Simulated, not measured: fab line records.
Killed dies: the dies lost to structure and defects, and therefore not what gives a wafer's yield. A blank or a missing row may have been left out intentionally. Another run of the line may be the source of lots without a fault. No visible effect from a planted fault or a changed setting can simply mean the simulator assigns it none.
Commonality check across tools || flow rit_cmos || 42 wafers sampled across 14 lots

== WHY IT WAS OPENED ==
Of 14 lots, 2 have the reading NRETRO_TW flagged at RIT_NRETRO_TW_MEAS_10. Fault-free wafers read 1060, with a standard deviation of 6.4.
Rule: a lot is flagged in two cases, either no wafer of it has a number, or all its wafers with numbers fall more than 4 standard deviations from that mean. As for the other lots, they are considered sound.

{"lot": "L701", "measured": "day 2 07:06", "on": "film_metro-04", "NRETRO_TW, wafer by wafer": "1052 1049 1055", "flag": ""}
{"lot": "L702", "measured": "day 2 12:02", "on": "film_metro-01", "NRETRO_TW, wafer by wafer": "1052 1051 1054", "flag": ""}
{"lot": "L703", "measured": "day 2 20:33", "on": "film_metro-04", "NRETRO_TW, wafer by wafer": "1054 1059 1059", "flag": ""}
{"lot": "L704", "measured": "day 2 23:43", "on": "film_metro-04", "NRETRO_TW, wafer by wafer": "1052 1054 1053", "flag": ""}
{"lot": "L705", "measured": "day 3 04:25", "on": "film_metro-01", "NRETRO_TW, wafer by wafer": "1057 1059 1050", "flag": ""}
{"lot": "L707", "measured": "day 3 18:14", "on": "film_metro-04", "NRETRO_TW, wafer by wafer": "1071 1066 1061", "flag": ""}
{"lot": "L708", "measured": "day 3 23:05", "on": "film_metro-02", "NRETRO_TW, wafer by wafer": "1317 1329 1318", "flag": "FLAGGED"}
{"lot": "L709", "measured": "day 3 23:19", "on": "film_metro-02", "NRETRO_TW, wafer by wafer": "1059 1054 1054", "flag": ""}
{"lot": "L711", "measured": "day 4 11:22", "on": "film_metro-02", "NRETRO_TW, wafer by wafer": "1322 1327 1329", "flag": "FLAGGED"}
{"lot": "L712", "measured": "day 4 16:16", "on": "film_metro-04", "NRETRO_TW, wafer by wafer": "1064 1060 1059", "flag": ""}
{"lot": "L716", "measured": "day 5 12:01", "on": "film_metro-02", "NRETRO_TW, wafer by wafer": "1076 1076 1065", "flag": ""}
{"lot": "L720", "measured": "day 6 07:27", "on": "film_metro-04", "NRETRO_TW, wafer by wafer": "1057 1064 1055", "flag": ""}
{"lot": "L722", "measured": "day 6 15:51", "on": "film_metro-01", "NRETRO_TW, wafer by wafer": "1063 1060 1071", "flag": ""}
{"lot": "L723", "measured": "day 6 22:55", "on": "film_metro-02", "NRETRO_TW, wafer by wafer": "1057 1058 1057", "flag": ""}
The numbers of the flagged lots are 1324 on average: +264 against the usual, or +41 standard deviations.

== EACH LOT AND THE TOOL IT RAN ON ==
The record keeps 1 process step preceding the reading, out of 202 steps on the route. Read each cell as the tool, then ch plus the chambers that the sampled wafers visited, then the start.
{"lot": "L701", "flag": "", "RIT_NRETRO_IMPLANT_08": "implanter-03 ch 0, day 2 06:49"}
{"lot": "L702", "flag": "", "RIT_NRETRO_IMPLANT_08": "implanter-03 ch 0, day 2 11:43"}
{"lot": "L703", "flag": "", "RIT_NRETRO_IMPLANT_08": "implanter-03 ch 0, day 2 20:16"}
{"lot": "L704", "flag": "", "RIT_NRETRO_IMPLANT_08": "implanter-03 ch 0, day 2 23:26"}
{"lot": "L705", "flag": "", "RIT_NRETRO_IMPLANT_08": "implanter-01 ch 0, day 3 04:05"}
{"lot": "L707", "flag": "", "RIT_NRETRO_IMPLANT_08": "implanter-01 ch 0, day 3 17:54"}
{"lot": "L708", "flag": "FLAGGED", "RIT_NRETRO_IMPLANT_08": "implanter-03 ch 0, day 3 22:28"}
{"lot": "L709", "flag": "", "RIT_NRETRO_IMPLANT_08": "implanter-03 ch 0, day 3 23:01"}
{"lot": "L711", "flag": "FLAGGED", "RIT_NRETRO_IMPLANT_08": "implanter-01 ch 0, day 4 10:45"}
{"lot": "L712", "flag": "", "RIT_NRETRO_IMPLANT_08": "implanter-01 ch 0, day 4 15:59"}
{"lot": "L716", "flag": "", "RIT_NRETRO_IMPLANT_08": "implanter-04 ch 0, day 5 11:44"}
{"lot": "L720", "flag": "", "RIT_NRETRO_IMPLANT_08": "implanter-04 ch 0, day 6 07:07"}
{"lot": "L722", "flag": "", "RIT_NRETRO_IMPLANT_08": "implanter-01 ch 0, day 6 15:32"}
{"lot": "L723", "flag": "", "RIT_NRETRO_IMPLANT_08": "implanter-01 ch 0, day 6 22:37"}
These steps, and what they do:
- RIT_NRETRO_IMPLANT_08
- RIT_NRETRO_TW_MEAS_10

== FLAGGED OVER TOTAL, TOOL BY TOOL (the gauges that took the reading come last) ==
{"step": "RIT_NRETRO_IMPLANT_08", "tool": "implanter-01", "lots run": 6, "flagged": 1, "share of the flagged lots": "some", "sound lots run after its first flagged lot": "3 (L712,L722,L723)"}
{"step": "RIT_NRETRO_IMPLANT_08", "tool": "implanter-03", "lots run": 6, "flagged": 1, "share of the flagged lots": "some", "sound lots run after its first flagged lot": "1 (L709)"}
{"step": "RIT_NRETRO_IMPLANT_08", "tool": "implanter-04", "lots run": 2, "flagged": 0, "share of the flagged lots": "none", "sound lots run after its first flagged lot": "-"}
{"step": "RIT_NRETRO_TW_MEAS_10", "tool": "film_metro-01", "lots run": 3, "flagged": 0, "share of the flagged lots": "none", "sound lots run after its first flagged lot": "-"}
{"step": "RIT_NRETRO_TW_MEAS_10", "tool": "film_metro-02", "lots run": 5, "flagged": 2, "share of the flagged lots": "all", "sound lots run after its first flagged lot": "3 (L709,L716,L723)"}
{"step": "RIT_NRETRO_TW_MEAS_10", "tool": "film_metro-04", "lots run": 6, "flagged": 0, "share of the flagged lots": "none", "sound lots run after its first flagged lot": "-"}

== WHAT IS ALLOWED BY THE TABLE ==
1 row of the table ran every flagged lot: film_metro-02 at RIT_NRETRO_TW_MEAS_10.
- film_metro-02 at RIT_NRETRO_TW_MEAS_10: 2 of its 5 lots flagged. After the first flagged lot (L709, L716, L723), sound lots still ran on it; a lasting fault on the whole tool would not permit that.
There is no row in the table that ran each flagged lot and no sound lot after the first.

== WHAT HAD BEEN PUT IN BY THE SIMULATOR ==
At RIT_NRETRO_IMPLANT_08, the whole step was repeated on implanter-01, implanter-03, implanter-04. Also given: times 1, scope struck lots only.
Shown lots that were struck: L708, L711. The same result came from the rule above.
